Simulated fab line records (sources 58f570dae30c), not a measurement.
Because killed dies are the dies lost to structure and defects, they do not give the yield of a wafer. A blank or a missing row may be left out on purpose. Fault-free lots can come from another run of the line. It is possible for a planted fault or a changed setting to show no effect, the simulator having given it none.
A struck lot beside a sound one + flow berkeley-cmos170 + 14 steps out of a route of 331
Sound: these wafers, L125.2, L125.3, L125.4. The struck wafers were L124.2, L124.3, L124.4. At the end, the cause is stated.
Order at every step that has rows: each side's tool, ch and its chambers, its first start. Under that, the readings that differ: sound wafers + struck wafers + difference of the means + sigmas: that difference in standard deviations of wafers without a fault.
alike: readings with means less than 2 such deviations apart, plus words and numbers identical on both sides. not compared: withheld readings, readings lacking a value on some wafer, bounds such as >300 that could conceal the same value, and numbers that have no deviation in the record and whose values overlap.
Wherever a step has rows on one side only, a row that says differs or no value, or a row with sigmas, the two part there. Numbers that have no deviation but don't overlap get no sigmas and don't part them. A reading missing from all wafers of one side parts the sides only when that side holds two or more wafers.

UCB170_PVT_TW_MEAS_09:
  sound: film-metro-03 at day 10 00:22; struck: film-metro-01 at day 9 06:16
| reading | sound             | struck            | difference | sigmas |
|---------|-------------------|-------------------|------------|--------|
| PVT_TW  | 514.5 514.8 517.6 | 506.9 507.2 509.5 | -7.8       | -3     |
then, 1 step without rows for these wafers: UCB170_GATE_WET_ETCH_00 (etches SiO2 in dHF, time 200 s).
UCB170_FIELD_THK_MEAS_91:
  sound: film-metro-03 at day 10 00:30; struck: film-metro-03 at day 9 06:23
  alike: FIELD_OXIDE_LEFT_2_THK
then, 1 step without rows for these wafers: UCB170_GATE_OXIDATION_01 (target thk 6.6 nm, ox time 1800 s).
UCB170_GATE_THK_MEAS_02:
  sound: film-metro-03 at day 10 04:37; struck: film-metro-03 at day 9 11:48
  alike: GATE_OXIDE_THK
then, 2 steps without rows for these wafers: UCB170_GATE_ANNEAL_03 (time 1800 s); UCB170_GATE_CVD_04 (deposits poly-Si from SiH4, time 1440 s, target thk 214 nm).
UCB170_GATE_THK_MEAS_05:
  sound: film-metro-01 at day 10 11:48; struck: film-metro-04 at day 9 20:29
  alike: GATE_POLY_THK
then, 4 steps without rows for these wafers: UCB170_GATE_COAT_06; UCB170_GATE_COAT_07 (resist thk 900 nm); UCB170_GATE_SOFTBAKE_08 (time 60 s); UCB170_GATE_EXPOSE_09 (exposes mask POLY, target cd 350 nm).
UCB170_GATE_PEB_10:
  sound on litho-track-02 ch 0, day 10 13:14; struck on litho-track-02, day 9 22:33
  no value came back on the struck wafers for chill-plate-temp-C (C), exhaust-pa (Pa); on the sound wafers chill-plate-temp-C (C) reads 22.99 23.00 22.85
then, 1 step without rows for these wafers: UCB170_GATE_DEVELOP_11 (develop time 45 s).

WHERE THEY PART
Earliest at UCB170_PVT_TW_MEAS_09; latest, in this record, at UCB170_GATE_PEB_10.

WHY: what had been put in by the simulator
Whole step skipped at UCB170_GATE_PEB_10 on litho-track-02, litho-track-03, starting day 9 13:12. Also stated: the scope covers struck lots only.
